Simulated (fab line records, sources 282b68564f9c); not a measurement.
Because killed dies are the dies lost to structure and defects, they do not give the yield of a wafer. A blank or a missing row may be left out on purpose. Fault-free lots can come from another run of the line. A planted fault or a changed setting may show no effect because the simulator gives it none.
A struck lot beside a sound one ; flow rit_cmos ; 15 steps out of a route of 202
Sound: wafers L257.1, L257.3, L257.5. The struck wafers were L277.2, L277.3, L277.4. The cause is given at the end.
For every step that has rows: the tool of each side, followed by ch and its chambers, followed by its first start. Under that, the readings that differ: sound wafers ; struck wafers ; difference of the means ; sigmas: that difference in standard deviations of wafers without a fault.
alike: words and numbers the same on both sides, and readings whose means are apart by under 2 such deviations; not compared: readings that were withheld, readings missing a value for some wafer, numbers with overlapping values and no deviation given by the record, and bounds like >300 which may hide the same value.
A row with sigmas, a row that says differs or no value, or rows on one side alone: a step with any of these is where the two part. Numbers that have no deviation but don't overlap get no sigmas and don't part them. Lack of a reading on every wafer of one side parts them only where that side has two or more wafers.

first, 5 steps without rows for these wafers: RIT_M1_COAT_04 (resist thk 1300 nm); RIT_M1_SOFTBAKE_05 (time 60 s); RIT_M1_EXPOSE_06 (exposes mask M12, target cd 2600 nm); RIT_M1_PEB_07; RIT_M1_DEVELOP_08 (develop time 68 s).
RIT_M1_CD_MEAS_09: the cd target is 2600 nm.
  sound on cd_sem-02 at day 3 19:20; struck on cd_sem-02 at day 8 03:19
  alike: cd_nm
RIT_M1_OVL_MEAS_10:
  sound on overlay-01 at day 3 19:27; struck on overlay-02 at day 8 03:25
  alike: M1_OVL
then, 1 step without rows for these wafers: RIT_M1_HARDBAKE_11 (time 120 s).
RIT_M1_METAL_ETCH_12: etches Al in Cl2/BCl3, stops on SiO2, time 165 s, target depth 600 nm.
  sound on rie_metal-03 ch 0,1, day 3 19:44; struck on rie_metal-04 ch 0,1, day 8 03:42
  alike: bcl3_flow_sccm, drypump_motor_current_A, he_backside_leak_sccm, oes_product_au, throttle_valve_pct
  not compared: rf_hours_counter_h
then, 1 step without rows for these wafers: RIT_M1_STRIP_13 (strips in nmp, time 600 s).
RIT_M1_STRIP_14: strips in O2, time 180 s.
  sound on plasma_asher-02 ch 0,1, day 3 20:15; struck on plasma_asher-04 ch 0,1, day 8 04:02
  alike: drypump_motor_current_A
  not compared: rf_hours_counter_h
RIT_M1_CD_MEAS_90: the cd target is 2600 nm.
  sound on cd_sem-01 at day 3 20:25; struck on cd_sem-02 at day 8 04:14
  alike: cd_nm
RIT_M1_ANNEAL_15: time 1800 s.
  sound on furnace-02 ch 0, day 3 20:32; struck on furnace-02 ch 0, day 8 04:20
reading;sound;struck;difference;sigmas
spike_tc_centre_C (C);454.0 454.5 453.0;392.5 393.0 393.6;-60.8;-61
spike_tc_load_C (C);468.7 471.0 468.7;408.5 408.5 410.2;-60.4;-60
spike_tc_source_C (C);466.4 467.4 466.7;407.0 405.0 406.6;-60.6;-69
tube_center_temp_C (C);450.04 449.99 450.04;389.98 389.99 390;-60.03;-99 or more
tube_center_temp_C_max;451.23 451.16 451.08;391.23 391.53 391.17;-59.85;-99 or more
zone_power_centre_pct (%);16.06 16.03 15.63;13.81 13.49 13.44;-2.33;-15
zone_power_load_pct (%);5.69 5.84 5.76;4.59 4.49 4.51;-1.23;-20
zone_power_source_pct (%);6.37 6.30 6.23;4.94 4.91 5.02;-1.34;-20
RIT_M1_BOW_MEAS_16:
  sound on film_metro-03 at day 3 22:02; struck on film_metro-03 at day 8 05:52
  alike: M1_BOW
RIT_M1_PROBE_99:
  sound on prober-02 at day 3 22:10; struck on prober-01 at day 8 06:01
  alike: defect_limited_yield, killed_at_contacts, killed_at_front_end, killed_dies, killed_open, killed_short, sort_bin_3_pad_short, sort_bin_5_function, sort_bin_6_memory, sort_n_pass, sort_yield_pct

WHERE THEY PART
Only at RIT_M1_ANNEAL_15, within this record. Later steps at which nothing parts them and some readings are alike: RIT_M1_BOW_MEAS_16, RIT_M1_PROBE_99.

WHY: the cause the simulator had injected
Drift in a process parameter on furnace-02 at RIT_M1_ANNEAL_15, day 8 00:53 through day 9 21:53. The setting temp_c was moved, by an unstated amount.
